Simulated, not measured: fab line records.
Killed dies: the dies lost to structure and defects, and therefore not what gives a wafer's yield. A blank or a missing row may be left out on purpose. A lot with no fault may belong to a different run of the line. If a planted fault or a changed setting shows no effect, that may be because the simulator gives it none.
Which of the tools did it? ; flow berkeley_cmos170 ; Sampling: 14 lots, 42 wafers, 5 of 331 route steps

== WHAT EACH GAUGE READ, for each wafer ==
UCB170_V2_CD_MEAS_12: target cd 700 nm. Usual: cd_nm 700.8 nm, standard deviation 1.5.
lot;measured;on;cd_nm (nm);flag
L614;day 8 16:11;cd_sem-02;701.6 701.0 701.5;
L613;day 8 16:30;cd_sem-01;701.1 699.5 700.6;
L615;day 9 02:52;cd_sem-01;700.9 701.4 701.3;
L616;day 9 05:24;cd_sem-02;700.4 700.2 700.6;
L621;day 10 13:32;cd_sem-01;698.9 699.6 697.9;
L620;day 10 14:57;cd_sem-02;703.0 702.7 702.7;
L623;day 10 23:29;cd_sem-01;702.3 702.0 703.0;
L627;day 11 15:28;cd_sem-02;701.1 701.8 702.8;
L630;day 12 06:45;cd_sem-01;700.3 700.6 700.6;
L629;day 12 09:19;cd_sem-01;699.8 700.0 701.4;
L632;day 13 01:28;cd_sem-02;698.5 700.2 699.5;
L634;day 13 10:02;cd_sem-01;700.3 701.2 700.5;
L635;day 13 10:38;cd_sem-01;697.6 698.5 698.5;
L636;day 13 17:24;cd_sem-02;701.6 702.6 702.3;

UCB170_M3_BOW_MEAS_20. Usual: M3_BOW typically reads 35 um, with standard deviation 7.1.
lot;measured;on;M3_BOW (um);flag
L614;day 8 20:08;film_metro-01;43 39 44;
L613;day 8 20:25;film_metro-03;31 24 37;
L615;day 9 06:14;film_metro-03;34 36 30;
L616;day 9 08:53;film_metro-03;35 27 43;
L621;day 10 17:02;film_metro-02;38 35 21;
L620;day 10 18:58;film_metro-01;37 33 46;
L623;day 11 02:42;film_metro-02;29 25 31;
L627;day 11 18:31;film_metro-02;37 19 39;
L630;day 12 10:19;film_metro-03;34 43 55;
L629;day 12 12:52;film_metro-02;34 31 24;
L632;day 13 04:38;film_metro-01;36 34 25;
L634;day 13 13:41;film_metro-03;30 36 46;
L635;day 13 14:17;film_metro-02;24 39 27;
L636;day 13 21:07;film_metro-01;30 25 38;

== TOOL THAT RAN EACH LOT (tool first, then ch and the chambers of the sampled wafers, then the start) ==
lot;UCB170_M3_SPUTTER_01;UCB170_M3_METAL_ETCH_18;UCB170_M3_STRIP_19
L614;pvd_sputter-03, day 8 16:49;rie_metal-02 ch 0,1, day 8 19:44;plasma_asher-01 ch 0,1, day 8 19:55
L613;pvd_sputter-04, day 8 17:05;rie_metal-01 ch 0,1, day 8 20:02;plasma_asher-01 ch 0,1, day 8 20:11
L615;pvd_sputter-01, day 9 03:29;rie_metal-02 ch 0,1, day 9 05:50;plasma_asher-03 ch 0, day 9 06:01
L616;pvd_sputter-03, day 9 05:59;rie_metal-01 ch 0,1, day 9 08:30;plasma_asher-04 ch 0,1, day 9 08:40
L621;pvd_sputter-01, day 10 14:09;rie_metal-02 ch 0,1, day 10 16:35;plasma_asher-01 ch 0,1, day 10 16:47
L620;pvd_sputter-04, day 10 15:34;rie_metal-02 ch 0,1, day 10 18:34;plasma_asher-03 ch 0,1, day 10 18:45
L623;pvd_sputter-04, day 11 00:03;rie_metal-04 ch 0,1, day 11 02:17;plasma_asher-03 ch 0,1, day 11 02:27
L627;pvd_sputter-04, day 11 16:05;rie_metal-04 ch 0,1, day 11 18:07;plasma_asher-04 ch 0,1, day 11 18:18
L630;pvd_sputter-03, day 12 07:20;rie_metal-01 ch 0,1, day 12 09:56;plasma_asher-04 ch 0,1, day 12 10:05
L629;pvd_sputter-01, day 12 09:55;rie_metal-04 ch 0,1, day 12 12:26;plasma_asher-03 ch 0,1, day 12 12:37
L632;pvd_sputter-01, day 13 02:05;rie_metal-01 ch 1, day 13 04:14;plasma_asher-04 ch 0,1, day 13 04:25
L634;pvd_sputter-03, day 13 10:37;rie_metal-01 ch 0,1, day 13 13:19;plasma_asher-01 ch 0,1, day 13 13:28
L635;pvd_sputter-04, day 13 11:15;rie_metal-04 ch 0,1, day 13 13:52;plasma_asher-03 ch 0,1, day 13 14:04
L636;pvd_sputter-04, day 13 17:58;rie_metal-01 ch 0,1, day 13 20:43;plasma_asher-01 ch 0,1, day 13 20:52
- UCB170_M3_SPUTTER_01: material Al, target thk 900 nm, time 120 s.
- UCB170_M3_METAL_ETCH_18: etches Al in Cl2/BCl3, stops on SiO2, target depth 1170 nm, time 200.3 s.
- UCB170_M3_STRIP_19: strips in O2.

== WHAT THE TOOLS THEMSELVES READ (means of the sampled wafers that have a number; where no wafer has one, the mark that the record gives instead) ==
UCB170_M3_SPUTTER_01. Usual: chamber_pressure_pa 0.4997 Pa, standard deviation 0.001; throttle_valve_pct 29.9 %, standard deviation 1.2.
lot;tool;chamber_pressure_pa (Pa);throttle_valve_pct (%);flag
L614;pvd_sputter-03;0.5006;29.8;
L613;pvd_sputter-04;0.4997;30.4;
L615;pvd_sputter-01;0.4997;30.0;
L616;pvd_sputter-03;0.5006;28.1;
L621;pvd_sputter-01;0.5006;29.4;
L620;pvd_sputter-04;0.4995;30.4;
L623;pvd_sputter-04;0.4993;30.8;
L627;pvd_sputter-04;0.4990;30.2;
L630;pvd_sputter-03;0.5015;29.1;
L629;pvd_sputter-01;0.4999;29.2;
L632;pvd_sputter-01;0.4998;30.6;
L634;pvd_sputter-03;0.4995;28.2;
L635;pvd_sputter-04;0.4994;30.5;
L636;pvd_sputter-04;0.4994;30.5;

UCB170_M3_METAL_ETCH_18. Usual: drypump_motor_current_A 5.8 A, standard deviation 0.53; oes_product_au 0.861 a.u., standard deviation 0.017; throttle_valve_pct 24.39 %, standard deviation 0.047.
lot;tool;drypump_motor_current_A (A);oes_product_au (a.u.);throttle_valve_pct (%);flag
L614;rie_metal-02;6.4;0.865;24.39;
L613;rie_metal-01;5.2;0.864;24.33;
L615;rie_metal-02;6.3;0.865;24.42;
L616;rie_metal-01;5.4;0.865;24.39;
L621;rie_metal-02;6.3;0.868;24.40;
L620;rie_metal-02;6.3;0.866;24.41;
L623;rie_metal-04;5.4;0.841;24.41;
L627;rie_metal-04;5.5;0.857;24.44;
L630;rie_metal-01;5.4;0.870;24.38;
L629;rie_metal-04;5.4;0.871;24.44;
L632;rie_metal-01;5.0;0.857;24.31;
L634;rie_metal-01;5.3;0.858;24.35;
L635;rie_metal-04;5.4;0.864;24.44;
L636;rie_metal-01;5.2;0.857;24.34;

UCB170_M3_STRIP_19. Usual: drypump_motor_current_A 5.75 A, standard deviation 0.22; oes_product_au 0.517 a.u., standard deviation 0.012.
lot;tool;drypump_motor_current_A (A);oes_product_au (a.u.);flag
L614;plasma_asher-01;5.90;0.506;
L613;plasma_asher-01;5.89;0.530;
L615;plasma_asher-03;5.71;0.504;
L616;plasma_asher-04;5.43;0.519;
L621;plasma_asher-01;5.91;0.664;OFF
L620;plasma_asher-03;5.74;0.655;OFF
L623;plasma_asher-03;5.76;0.524;
L627;plasma_asher-04;5.63;0.533;
L630;plasma_asher-04;5.64;0.511;
L629;plasma_asher-03;5.76;0.523;
L632;plasma_asher-04;5.64;0.531;
L634;plasma_asher-01;5.91;0.522;
L635;plasma_asher-03;5.77;0.518;
L636;plasma_asher-01;5.90;0.525;

== THE ANSWER, worked out from the rows above alone ==
Rule: a lot is off if the mean of its wafers that have a number lies more than 3 standard deviations from the usual mean. A lot without any number at a reading at which 4 lots or more have one is off too. The other lots that the step has rows for count as sound. Order of review: gauges by route order, followed by the tools' own readings, for which a lot's mean as printed above is used. The first step at which some lot is off is used, and at that step the reading that is off furthest; a lot without a number counts as furthest.
Off, at UCB170_M3_STRIP_19 on oes_product_au: L621, L620.
If a tool, at that step or one of the process steps before it, ran each lot that is off and ran no sound lot following the first of them, it fits. One fits: UCB170_M3_METAL_ETCH_18 on rie_metal-02. Its last sound lot is L615 (day 9 05:50), its first lot that is off L621 (day 10 16:35): a fault that began between those two fits.

== WHAT THE SIMULATOR HAD INSERTED ==
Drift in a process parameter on rie_metal-02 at UCB170_M3_METAL_ETCH_18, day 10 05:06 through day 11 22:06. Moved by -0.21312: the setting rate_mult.
Struck lots among those shown: L621, L620. The same result came from the rule above.
